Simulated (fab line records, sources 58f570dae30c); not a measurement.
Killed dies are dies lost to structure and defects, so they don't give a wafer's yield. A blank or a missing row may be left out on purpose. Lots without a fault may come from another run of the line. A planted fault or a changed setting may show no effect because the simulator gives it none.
Which tool did it? | flow berkeley_cmos170 | 15 lots, 45 wafers sampled, at 4 steps of a route of 331

WHAT THE GAUGES READ, wafer by wafer
UCB170_PLDD_OVL_MEAS_07.
lot  | measured     | on         | PLDD_OVL (nm)
L501 | day 8 00:19  | overlay-02 | 8 3 3
L499 | day 8 05:38  | overlay-01 | 2 -3 0
L502 | day 8 05:07  | overlay-02 | 1 -2 0
L503 | day 8 05:52  | overlay-01 | 1 1 5
L505 | day 8 04:52  | overlay-01 | -9 -9 -12
L506 | day 8 16:47  | overlay-01 | 5 4 12
L507 | day 8 23:47  | overlay-01 | -2 0 0
L509 | day 8 23:32  | overlay-02 | -6 -8 -7
L508 | day 9 12:06  | overlay-01 | -1 -7 -1
L511 | day 9 11:50  | overlay-02 | 7 -1 4
L512 | day 9 12:23  | overlay-01 | 9 9 10
L513 | day 10 11:09 | overlay-01 | 6 4 7
L514 | day 10 23:04 | overlay-01 | 1 -4 -1
L515 | day 10 23:25 | overlay-01 | 4 1 -3
L522 | day 11 23:55 | overlay-01 | 0 1 -6

UCB170_NSD_CD_MEAS_06: target cd 1200 nm.
lot  | measured     | on        | cd_nm (nm)
L501 | day 8 16:53  | cd_sem-01 | 1199.8 1199.4 1199.0
L499 | day 8 19:27  | cd_sem-01 | 1201.1 1201.1 1201.8
L502 | day 8 19:37  | cd_sem-02 | 1200.4 1200.5 1201.2
L503 | day 8 19:58  | cd_sem-01 | 1200.4 1199.4 1199.5
L505 | day 8 19:10  | cd_sem-02 | 1198.3 1197.0 1197.4
L506 | day 9 05:55  | cd_sem-02 | 1198.8 1199.6 1199.4
L507 | day 9 13:42  | cd_sem-01 | 1200.7 1199.6 1199.9
L509 | day 9 13:42  | cd_sem-02 | 1200.0 1199.7 1199.8
L508 | day 10 04:13 | cd_sem-02 | 1198.4 1198.0 1199.4
L511 | day 10 04:11 | cd_sem-01 | 1198.4 1198.3 1199.5
L512 | day 10 04:34 | cd_sem-02 | 1200.3 1200.0 1201.1
L513 | day 11 01:19 | cd_sem-02 | 1201.2 1203.7 1202.8
L514 | day 11 11:54 | cd_sem-01 | 1201.5 1200.8 1200.2
L515 | day 11 12:27 | cd_sem-02 | 1198.4 1198.5 1198.7
L522 | day 12 14:02 | cd_sem-02 | 1201.9 1201.7 1200.8

WHICH TOOL RAN EACH LOT (tool, then ch and the chambers of the sampled wafers, then the start)
lot  | UCB170_FIELD_WET_ETCH_06        | UCB170_GATE_ETCH_14
L501 | wet_bench-01 ch 1, day 6 11:21  | rie_diel-04 ch 0,3, day 7 22:43
L499 | wet_bench-03 ch 2, day 6 16:35  | rie_diel-02 ch 0,1, day 8 02:46
L502 | wet_bench-03 ch 1, day 6 16:35  | rie_diel-03 ch 1,2,3, day 8 02:30
L503 | wet_bench-03 ch 2, day 6 16:35  | rie_diel-04 ch 0,1,3, day 8 03:07
L505 | wet_bench-03 ch 2, day 6 16:35  | rie_diel-04 ch 0,1,2, day 8 02:30
L506 | wet_bench-04 ch 3, day 6 22:25  | rie_diel-02 ch 0,1,3, day 8 13:25
L507 | wet_bench-01 ch 2, day 7 11:24  | rie_diel-03 ch 2,3, day 8 22:13
L509 | wet_bench-01 ch 1, day 7 11:24  | rie_diel-02 ch 0,1,3, day 8 21:46
L508 | wet_bench-01 ch 0, day 7 19:50  | rie_diel-03 ch 0,1,3, day 9 08:41
L511 | wet_bench-01 ch 2, day 7 19:50  | rie_diel-02 ch 0,3, day 9 08:19
L512 | wet_bench-01 ch 2, day 7 19:50  | rie_diel-04 ch 1,2, day 9 08:34
L513 | wet_bench-01 ch 0, day 8 19:56  | rie_diel-04 ch 0,3, day 10 09:15
L514 | wet_bench-01 ch 2, day 9 03:31  | rie_diel-02 ch 0,1,2, day 10 20:48
L515 | wet_bench-01 ch 3, day 9 03:31  | rie_diel-03 ch 1,2, day 10 20:55
L522 | wet_bench-03 ch 1, day 10 06:52 | rie_diel-03 ch 0,2,3, day 11 22:13
- UCB170_FIELD_WET_ETCH_06: etches SiO2 in BOE, time 22 s.
- UCB170_GATE_ETCH_14: etches BARC in N2/H2.

WHAT THE TOOLS THEMSELVES READ (means of the sampled wafers that have a number; where no wafer has one, the mark that the record gives instead)
UCB170_FIELD_WET_ETCH_06.
lot  | tool         | bath_heat_duty_pct (%) | run_length_s (s)
L501 | wet_bench-01 | 6.1                    | 49.4
L499 | wet_bench-03 | 6.2                    | 48.6
L502 | wet_bench-03 | 6.6                    | 48.4
L503 | wet_bench-03 | 5.9                    | 48.3
L505 | wet_bench-03 | 5.8                    | 48.5
L506 | wet_bench-04 | 5.9                    | 54.1
L507 | wet_bench-01 | 6.6                    | 48.8
L509 | wet_bench-01 | 6.1                    | 49.8
L508 | wet_bench-01 | 5.3                    | 49.2
L511 | wet_bench-01 | 6.2                    | 48.7
L512 | wet_bench-01 | 6.5                    | 49.4
L513 | wet_bench-01 | -                      | -
L514 | wet_bench-01 | -                      | -
L515 | wet_bench-01 | -                      | -
L522 | wet_bench-03 | 6.3                    | 53.0

UCB170_GATE_ETCH_14.
lot  | tool        | bias_w (W) | chamber_pressure_mTorr (mTorr) | drypump_motor_current_A (A) | h2_flow_sccm (sccm) | oes_product_au (a.u.) | throttle_valve_pct (%)
L501 | rie_diel-04 | 100.0      | 30.002                         | 5.2                         | 200.1               | 1.048                 | 13.17
L499 | rie_diel-02 | 100.2      | 29.986                         | 6.3                         | 200.0               | 0.986                 | 13.12
L502 | rie_diel-03 | 100.0      | 30.004                         | 5.9                         | 199.9               | 1.010                 | 13.28
L503 | rie_diel-04 | 100.0      | 30.012                         | 5.6                         | 200.6               | 1.028                 | 13.09
L505 | rie_diel-04 | 100.3      | 30.024                         | 6.0                         | 200.3               | 1.001                 | 13.20
L506 | rie_diel-02 | 99.7       | 29.999                         | 6.0                         | 199.7               | 1.010                 | 13.24
L507 | rie_diel-03 | 100.1      | 29.979                         | 5.6                         | 200.2               | 1.011                 | 13.43
L509 | rie_diel-02 | 100.1      | 30.012                         | 6.0                         | 200.5               | 1.008                 | 13.23
L508 | rie_diel-03 | 100.0      | 30.004                         | 6.1                         | 200.2               | 1.005                 | 13.26
L511 | rie_diel-02 | 99.8       | 29.991                         | 5.8                         | 200.8               | 1.012                 | 13.37
L512 | rie_diel-04 | 100.1      | 29.991                         | 6.0                         | 200.2               | 0.979                 | 13.36
L513 | rie_diel-04 | 100.0      | 30.000                         | 5.2                         | 200.3               | 1.038                 | 13.18
L514 | rie_diel-02 | 100.0      | 30.008                         | 5.9                         | 200.1               | 0.998                 | 13.18
L515 | rie_diel-03 | 100.0      | 29.992                         | 5.8                         | 199.9               | 1.004                 | 13.36
L522 | rie_diel-03 | 100.0      | 29.989                         | 5.8                         | 199.9               | 1.009                 | 13.42

THE ANSWER, worked out from the rows above alone
Rule: what is usual is taken from the lots themselves. Put in order of their means at a reading, lots are off if they are a third of the lots or fewer, leave a main group of 4 or more, and stand apart from it by a gap of 3 or more times the standard deviation of the main group's means; of several such gaps the widest counts. A main group whose means are all the same, to the digits that the tables above print for the reading, isn't used. A lot without any number at a reading at which 4 lots or more have one is off too. The other lots that the step has rows for count as sound. The gauges are gone through in route order, then the tools' own readings, and for those a lot's mean is taken as printed above. The first step at which some lot is off is used, and at that step the reading that is off furthest; a lot without a number counts as furthest.
Off: L513, L514, L515, at UCB170_FIELD_WET_ETCH_06 (bath_heat_duty_pct). Without a number there: L513, L514, L515. The main group: mean 6.1 %, standard deviation 0.36.
A tool fits if, at that step or a process step before it, it ran every lot that is off, and no sound lot after the first of them. One fits: wet_bench-01 at UCB170_FIELD_WET_ETCH_06. Its last sound lot is L508 (day 7 19:50), its first lot that is off L513 (day 8 19:56): a fault that began between those two fits.
Blank at UCB170_FIELD_WET_ETCH_06 on the lots that are off, where sound lots have numbers: bath_heat_duty_pct, run_length_s.

WHAT THE SIMULATOR HAD PUT IN
Skipped step whole: wet_bench-01, from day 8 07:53 on, at UCB170_FIELD_WET_ETCH_06. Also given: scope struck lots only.
Lots struck among those shown: L513, L514, L515. The rule above found the same.
